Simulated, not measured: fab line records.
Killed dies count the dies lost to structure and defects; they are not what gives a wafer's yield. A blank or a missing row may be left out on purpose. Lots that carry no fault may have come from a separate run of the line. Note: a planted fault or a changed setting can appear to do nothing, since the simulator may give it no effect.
Shared-tool check :: flow berkeley-cmos170 :: 14 lots and 42 wafers in the sample

== REASON IT WAS OPENED ==
At UCB170_PVT_TW_MEAS_09 the reading PVT_TW is flagged on 2 of 14 lots. No-fault wafers: 504.1, standard deviation 1.9.
Rule: a lot is flagged when every wafer of it that has a number lies more than 4 standard deviations from that mean, or none has a number. The rest of the lots are taken to be sound.

lot: L756
measured: day 6 08:56
on: film-metro-01
PVT_TW, wafer by wafer: 504.8 502.3 504.5
flag: 

lot: L757
measured: day 6 16:08
on: film-metro-03
PVT_TW, wafer by wafer: 504.1 503.1 501.8
flag: 

lot: L759
measured: day 7 07:46
on: film-metro-04
PVT_TW, wafer by wafer: 504.2 501.2 501.2
flag: 

lot: L760
measured: day 7 22:53
on: film-metro-01
PVT_TW, wafer by wafer: 505.7 503.2 504.7
flag: 

lot: L762
measured: day 7 23:01
on: film-metro-04
PVT_TW, wafer by wafer: 504.7 504.0 503.6
flag: 

lot: L763
measured: day 8 14:25
on: film-metro-03
PVT_TW, wafer by wafer: 502.9 504.2 501.6
flag: 

lot: L765
measured: day 8 14:58
on: film-metro-04
PVT_TW, wafer by wafer: 503.7 504.1 505.5
flag: 

lot: L769
measured: day 10 00:41
on: film-metro-01
PVT_TW, wafer by wafer: 502.8 502.3 503.7
flag: 

lot: L771
measured: day 10 10:43
on: film-metro-03
PVT_TW, wafer by wafer: 30.6 30.6 30.6
flag: FLAGGED

lot: L770
measured: day 10 10:59
on: film-metro-01
PVT_TW, wafer by wafer: 30.8 30.5 30.6
flag: FLAGGED

lot: L775
measured: day 10 21:07
on: film-metro-04
PVT_TW, wafer by wafer: 499.0 499.8 498.3
flag: 

lot: L772
measured: day 10 21:15
on: film-metro-03
PVT_TW, wafer by wafer: 503.1 507.6 504.1
flag: 

lot: L776
measured: day 11 07:48
on: film-metro-03
PVT_TW, wafer by wafer: 506.7 503.4 505.5
flag: 

lot: L778
measured: day 11 22:45
on: film-metro-01
PVT_TW, wafer by wafer: 507.3 506.5 505.3
flag: 
Averaged over the flagged lots the numbers come to 30.6, -473.5 from the usual (-99 or more standard deviations).

== WHICH TOOL EACH LOT WENT THROUGH ==
The record keeps 1 process step preceding the reading, out of 331 steps on the route. Every cell lists first the tool, next ch and the chambers used by the sampled wafers, and last the start.
lot: L756
flag: 
UCB170_PVT_DEVELOP_05: litho-track-03 ch 0, day 6 08:00

lot: L757
flag: 
UCB170_PVT_DEVELOP_05: litho-track-01 ch 0, day 6 15:00

lot: L759
flag: 
UCB170_PVT_DEVELOP_05: litho-track-03 ch 0, day 7 07:00

lot: L760
flag: 
UCB170_PVT_DEVELOP_05: litho-track-03 ch 0, day 7 22:00

lot: L762
flag: 
UCB170_PVT_DEVELOP_05: litho-track-02 ch 0, day 7 22:00

lot: L763
flag: 
UCB170_PVT_DEVELOP_05: litho-track-01 ch 0, day 8 14:00

lot: L765
flag: 
UCB170_PVT_DEVELOP_05: litho-track-02 ch 0, day 8 14:00

lot: L769
flag: 
UCB170_PVT_DEVELOP_05: litho-track-01 ch 0, day 10 00:00

lot: L771
flag: FLAGGED
UCB170_PVT_DEVELOP_05: litho-track-03 ch 0, day 10 10:00

lot: L770
flag: FLAGGED
UCB170_PVT_DEVELOP_05: litho-track-03 ch 0, day 10 10:00

lot: L775
flag: 
UCB170_PVT_DEVELOP_05: litho-track-01 ch 0, day 10 20:00

lot: L772
flag: 
UCB170_PVT_DEVELOP_05: litho-track-02 ch 0, day 10 20:00

lot: L776
flag: 
UCB170_PVT_DEVELOP_05: litho-track-02 ch 0, day 11 07:00

lot: L778
flag: 
UCB170_PVT_DEVELOP_05: litho-track-02 ch 0, day 11 22:00
What is done by these steps:
- UCB170_PVT_DEVELOP_05: develop time 45 s.
- UCB170_PVT_TW_MEAS_09

== FLAGGED OVER TOTAL, TOOL BY TOOL (the gauges that took the reading come last) ==
step: UCB170_PVT_DEVELOP_05
tool: litho-track-01
lots run: 4
flagged: 0
share of the flagged lots: none
sound lots run after its first flagged lot: -

step: UCB170_PVT_DEVELOP_05
tool: litho-track-02
lots run: 5
flagged: 0
share of the flagged lots: none
sound lots run after its first flagged lot: -

step: UCB170_PVT_DEVELOP_05
tool: litho-track-03
lots run: 5
flagged: 2
share of the flagged lots: all
sound lots run after its first flagged lot: 0

step: UCB170_PVT_TW_MEAS_09
tool: film-metro-01
lots run: 5
flagged: 1
share of the flagged lots: some
sound lots run after its first flagged lot: 1 (L778)

step: UCB170_PVT_TW_MEAS_09
tool: film-metro-03
lots run: 5
flagged: 1
share of the flagged lots: some
sound lots run after its first flagged lot: 2 (L772,L776)

step: UCB170_PVT_TW_MEAS_09
tool: film-metro-04
lots run: 4
flagged: 0
share of the flagged lots: none
sound lots run after its first flagged lot: -

== WHAT IS ALLOWED BY THE TABLE ==
All flagged lots share 1 row of the table, namely litho-track-03 at UCB170_PVT_DEVELOP_05.
- litho-track-03 at UCB170_PVT_DEVELOP_05: 2 of its 5 lots flagged. It ran its last sound lot, L760, at day 7 22:00 and its first flagged lot, L771, at day 10 10:00: a fault with its onset between the two fits.
Just one tool remains: litho-track-03 at UCB170_PVT_DEVELOP_05.

== WHAT HAD BEEN PUT IN BY THE SIMULATOR ==
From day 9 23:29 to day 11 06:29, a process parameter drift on litho-track-03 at UCB170_PVT_DEVELOP_05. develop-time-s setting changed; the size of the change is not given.
Lots struck among those shown: L771, L770. This agrees with what the rule above found.
